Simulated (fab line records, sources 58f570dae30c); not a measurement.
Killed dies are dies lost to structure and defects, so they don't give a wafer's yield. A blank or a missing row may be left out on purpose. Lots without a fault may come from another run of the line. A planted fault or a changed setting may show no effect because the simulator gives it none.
Which tool did it? | flow berkeley_cmos170 | 7 lots, 21 wafers sampled, at 1 step of a route of 331

WHAT THE GAUGES READ, wafer by wafer
UCB170_START_BOW_MEAS_00.
lot  | measured    | on            | INCOMING_BOW (um)
L281 | day 1 15:01 | film_metro-01 | 8 -5 1
L283 | day 2 01:02 | film_metro-04 | -2 4 14
L285 | day 2 11:02 | film_metro-01 | 1 -1 6
L287 | day 2 21:00 | film_metro-04 | -5 1 4
L296 | day 4 18:01 | film_metro-02 | -1 8 -12
L299 | day 5 09:01 | film_metro-04 | 5 7 12
L301 | day 5 19:00 | film_metro-02 | -13 0 -3

WHICH TOOL RAN EACH LOT (tool, then ch and the chambers of the sampled wafers, then the start)
The record holds no process step before these readings.

THE ANSWER, worked out from the rows above alone
Rule: what is usual is taken from the lots themselves. Put in order of their means at a reading, lots are off if they are a third of the lots or fewer, leave a main group of 4 or more, and stand apart from it by a gap of 3 or more times the standard deviation of the main group's means; of several such gaps the widest counts. A main group whose means are all the same, to the digits that the tables above print for the reading, isn't used. A lot without any number at a reading at which 4 lots or more have one is off too. The other lots that the step has rows for count as sound.
No lot is off at any reading shown: from this, nothing can be told.

WHAT THE SIMULATOR HAD PUT IN
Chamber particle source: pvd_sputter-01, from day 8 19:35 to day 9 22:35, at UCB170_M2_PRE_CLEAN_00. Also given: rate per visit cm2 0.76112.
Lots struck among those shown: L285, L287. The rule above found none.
